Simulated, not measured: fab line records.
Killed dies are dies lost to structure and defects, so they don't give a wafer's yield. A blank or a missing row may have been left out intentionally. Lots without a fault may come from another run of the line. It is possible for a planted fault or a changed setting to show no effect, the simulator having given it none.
Lot-split experiment ; flow rit-cmos ; 23 wafers read from 5 lots, route of 202 steps

## THE SPLIT
At RIT_ACTIVE_COAT_06 (resist thk 1000 nm), the setting resist-thk-nm was moved away from the recipe's 1000 nm on 10 of the 23 wafers read, by -1.6% to +5.3%. The other wafers ran this setting at the recipe's value.

## FROM THE SPLIT TO THE READING: what the file shows between them, 8 steps
- RIT_ACTIVE_SOFTBAKE_07: time 60 s
- RIT_ACTIVE_EXPOSE_08: exposes mask M1, target cd 1400 nm
- RIT_ACTIVE_PEB_09
- RIT_ACTIVE_DEVELOP_10: develop time 48.04 s
- RIT_ACTIVE_CD_MEAS_11: target cd 1400 nm
- RIT_ACTIVE_HARDBAKE_12: time 60 s
- RIT_ACTIVE_ETCH_13: etches Si3N4 in SF6, stops on SiO2, time 210 s, target depth 210 nm (also split here: time-s)
- RIT_ACTIVE_STRIP_14: strips in O2, time 180 s

## THE READING
cd-nm (nm) at RIT_ACTIVE_CD_MEAS_90, where the cd target is 1400 nm. Fault-free wafers of this fab line usually give 1400.0 nm, standard deviation 2.3 nm.

wafer;tool, chamber at the split;resist-thk-nm as run, nm;against the recipe;cd-nm, nm;against lot-mates on the recipe
L074.1;litho-track-01, 0;1053;+5.3%;1407.1;+7.2
L074.2;litho-track-01, 0;1053;+5.3%;1405.4;+5.5
L074.3;litho-track-01, 0;1000;recipe;1401.1;-
L074.4;litho-track-01, 0;1000;recipe;1398.8;-
L074.5;litho-track-01, 0;1053;+5.3%;1406.6;+6.7
L081.1;litho-track-01, 0;1000;recipe;1393.7;-
L081.2;litho-track-01, 0;1030;+3.0%;1399.1;+3.5
L081.3;litho-track-01, 0;1030;+3.0%;1399.2;+3.6
L081.4;litho-track-01, 0;1000;recipe;1397.0;-
L081.5;litho-track-01, 0;1000;recipe;1396.1;-
L083.1;litho-track-03, 0;1000;recipe;1395.4;-
L083.2;litho-track-03, 0;1033;+3.3%;1401.7;+4.7
L083.3;litho-track-03, 0;1033;+3.3%;1401.5;+4.5
L083.5;litho-track-03, 0;1000;recipe;1397.3;-
L083.6;litho-track-03, 0;1000;recipe;1398.2;-
L084.3;litho-track-03, 0;1000;recipe;1400.4;-
L084.5;litho-track-03, 0;1000;recipe;1401.3;-
L084.6;litho-track-03, 0;1000;recipe;1400.6;-
L085.1;litho-track-02, 0;1000;recipe;1403.6;-
L085.2;litho-track-02, 0;983.6;-1.6%;1401.2;-1.1
L085.3;litho-track-02, 0;983.6;-1.6%;1402.4;+0.1
L085.4;litho-track-02, 0;983.6;-1.6%;1399.7;-2.6
L085.6;litho-track-02, 0;1000;recipe;1401.1;-

FIT RESULTS
A straight line over all 23 wafers: cd-nm changes by +0.858 nm for each +1% of resist-thk-nm; r = +0.57; the points scatter about the line by 2.8 nm.
The same after taking each lot's own level away (the mean of its wafers on the recipe; 23 wafers): +1.18 nm for each +1%; r = +0.93; scatter 1.1 nm.
The reading moves by 6.3 nm for the largest change in resist-thk-nm, on that fit.
Across the lots, their own levels run from 1395.60 to 1402.35 nm, a range of 2.9 times the standard deviation given above.
So the lot-to-lot level blurs the effect unless lot-mates are compared.
Check: for one of the wafers moved furthest among these (+5.3%), held out of the fit, the line's prediction against its lot-mates is +6.24 nm. Against them it came out at +7.15 nm.

## THESE WAFERS: OTHER SPLITS
Note: prior to the reading, these wafers also went through further splits. Each is held against what the fit with the lots' levels taken away leaves over:
other split on the same wafers;wafers away from the commonest value;r with cd-nm (lot level and that fit taken away)
RIT_ACTIVE_CVD_03 pressure-mtorr;18;-0.06
RIT_ACTIVE_ETCH_13 time-s;9;+0.16

## THE WHOLE CHAIN: every reading that the file lists as answering this split, in the file's order
step;what it does;reading;change (the file's fit);r (the file's)
RIT_ACTIVE_COAT_06;resist thk 1000 nm;NOVOLAK_of_ACTIVE_COAT_06.thk-nm (the simulator's own value, which no gauge read);+10.2 nm for each +1% of the setting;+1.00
RIT_ACTIVE_CD_MEAS_11;target cd 1400 nm;cd-nm;+1.25 nm for each +1% of the setting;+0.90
RIT_ACTIVE_HARDBAKE_12;time 60 s;NOVOLAK_of_ACTIVE_COAT_06.thk-nm (the simulator's own value, which no gauge read);+8.96 nm for each +1% of the setting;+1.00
RIT_ACTIVE_CD_MEAS_90;target cd 1400 nm;cd-nm;+1.22 nm for each +1% of the setting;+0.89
RIT_ACTIVE_ETCH_13;etches Si3N4 in SF6, stops on SiO2, time 210 s, target depth 210 nm;NOVOLAK_of_ACTIVE_COAT_06.thk-nm (the simulator's own value, which no gauge read);+8.76 nm for each +1% of the setting, in a fit together with time-s@ACTIVE_ETCH_13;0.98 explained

## FILE'S OWN FIT
cd-nm changes by +1.22 nm for each +1% of resist-thk-nm, r = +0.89.
